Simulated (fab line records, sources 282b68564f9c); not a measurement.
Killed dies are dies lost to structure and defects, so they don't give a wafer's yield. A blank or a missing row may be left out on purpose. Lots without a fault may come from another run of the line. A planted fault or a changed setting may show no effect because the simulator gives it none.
Problem report in the 8D (eight disciplines) form, filled by code | flow rit_cmos | the parts of the form that need people (team, actions taken, sign-off) are left out

1. THE PROBLEM
GATE_POLY_THK at RIT_GATE_THK_MEAS_09 reads a mean of 436.9 nm on 6 wafers of 2 lots; wafers without a fault read 248.0 nm with a standard deviation of 2.2. That is +86 standard deviations from the usual mean.
First seen on wafer L979.4, day 5 20:58, on film_metro-02. The record holds 42 wafers of 14 lots with a number at this step. Rule for "out", or "out of limits": more than 4 standard deviations from the usual mean. The other wafers with a number count as sound.

2. WHAT IT IS AND WHAT IT IS NOT
question                    | is                     | is not
which readings at this step | GATE_POLY_THK          | -
which lots                  | L979, L981             | L964, L965, L966, L967, L968, L969, L970, L971, L972, L973, L983, L986
which wafers of those lots  | all that have a number | -
read on which gauges        | film_metro-02          | film_metro-03, film_metro-04
when                        | from day 5 20:58       | up to then (30 sound wafers); but 6 sound wafers of L983, L986 came after

3. SUSPECTS, AND WHAT RULES EACH OUT
Counting: a tool at a process step up to the reading stays a suspect if it ran every lot that is out and no sound lot after the first of them.
- the gauge at RIT_GATE_THK_MEAS_09: ruled out. All the wafers that are out were read on film_metro-02, but those of them that RIT_GATE_ETCH_19 has rows for are out there too, on other tools.
- lpcvd-01 at RIT_GATE_CVD_08 (deposits poly-Si from SiH4, target thk 250 nm, time 2220 s): kept. It ran every lot that is out, first L979 (day 5 19:19), and no sound lot after that; its last sound lot up to then is L973 (day 4 11:38).
Left after counting: lpcvd-01 at RIT_GATE_CVD_08.

4. THE CAUSE (what the simulator had put in)
Process parameter drift: lpcvd-01, from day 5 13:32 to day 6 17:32, at RIT_GATE_CVD_08. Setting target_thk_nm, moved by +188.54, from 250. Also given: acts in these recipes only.
Counting left only this tool.

5. THE CHAIN OF EFFECTS, in route order
Each row: a reading whose mean over the struck wafers that have a number lies more than 3 standard deviations from the usual. Only readings for which the record gives a usual standard deviation are gone through. hours: the time from each lot's start at the first step in this table that gives one to its start at this step, as a median over the lots. sigmas: the change in usual standard deviations.
hours | step                 | reading        | usual      | on struck wafers | change | sigmas
0     | RIT_GATE_THK_MEAS_09 | GATE_POLY_THK  | 248.0 nm   | 436.9            | +188.9 | +86
1     | RIT_GATE_ETCH_19     | oes_product_au | 0.846 a.u. | 1.008            | +0.162 | +10
The process steps in it:
- RIT_GATE_ETCH_19: etches poly-Si in SF6/CHF3/O2, stops on SiO2, time 165 s, target depth 312.5 nm.

6. WHAT WOULD HAVE CAUGHT IT SOONER
In this record the first reading out of limits at a measuring or inspecting step was taken at day 5 20:58, 7 hours after the fault began at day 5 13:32.
Of the lots that are out (2), L981 began RIT_GATE_CVD_08 on lpcvd-01 after day 5 20:58. A hold on the tool at that time would have spared it.
